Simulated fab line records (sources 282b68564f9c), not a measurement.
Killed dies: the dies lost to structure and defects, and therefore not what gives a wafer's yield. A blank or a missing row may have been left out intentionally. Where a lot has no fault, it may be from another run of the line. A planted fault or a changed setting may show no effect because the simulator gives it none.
Chamber matching + flow rit cmos + rie si-02 running RIT_GATE_ETCH_19: 4 sister chambers
The step etches poly-Si in SF6/CHF3/O2, stops on SiO2, time 165 s, target depth 312.5 nm. 8 wafers are shown with their chamber, then 7 later ones without.

WAFERS PAIRED WITH THEIR CHAMBERS
| wafer  | chamber | throttle valve pct (%) | drypump motor current A (A) |
|--------|---------|------------------------|-----------------------------|
| L243.2 | 0       | 10.16                  | 6.2                         |
| L245.6 | 3       | 10.48                  | 5.7                         |
| L247.3 | 3       | 10.50                  | 5.8                         |
| L249.2 | 1       | 10.35                  | 5.5                         |
| L249.4 | 0       | 10.16                  | 6.2                         |
| L249.5 | 2       | 10.18                  | 5.4                         |
| L253.3 | 2       | 10.19                  | 5.3                         |
| L253.5 | 1       | 10.36                  | 5.6                         |

WAFERS WITHOUT THEIR CHAMBER
| wafer  | throttle valve pct (%) | drypump motor current A (A) |
|--------|------------------------|-----------------------------|
| L253.6 | 10.19                  | 5.3                         |
| L255.2 | 10.18                  | 5.3                         |
| L255.5 | 10.35                  | 5.6                         |
| L255.6 | 10.16                  | 6.2                         |
| L259.2 | 10.16                  | 6.2                         |
| L259.4 | 10.35                  | 5.6                         |
| L259.6 | 10.15                  | 6.2                         |

EACH ONE'S CHAMBER
| wafer  | from the rows above | in truth |
|--------|---------------------|----------|
| L253.6 | 2                   | 2        |
| L255.2 | 2                   | 2        |
| L255.5 | 1                   | 1        |
| L255.6 | 0                   | 0        |
| L259.2 | 0                   | 0        |
| L259.4 | 1                   | 1        |
| L259.6 | 0                   | 0        |
7 of 7 placed correctly. Left unplaced by these rows: 0. 0 placed wrongly.
How it was worked out, from the rows above alone: a wafer's distance from a chamber is the root of the sum, over the readings, of the square of ((its reading less the chamber's mean) divided by the reading's scatter). If the next closest chamber is less than 2 further off than the closest, the wafer can't be placed; otherwise it belongs to the closest. Each chamber's mean is taken over the wafers shown for it. The scatter is the square root of a quotient: the sum, over the shown wafers, of each reading's squared deviation from its chamber's mean, divided by wafers minus chambers.
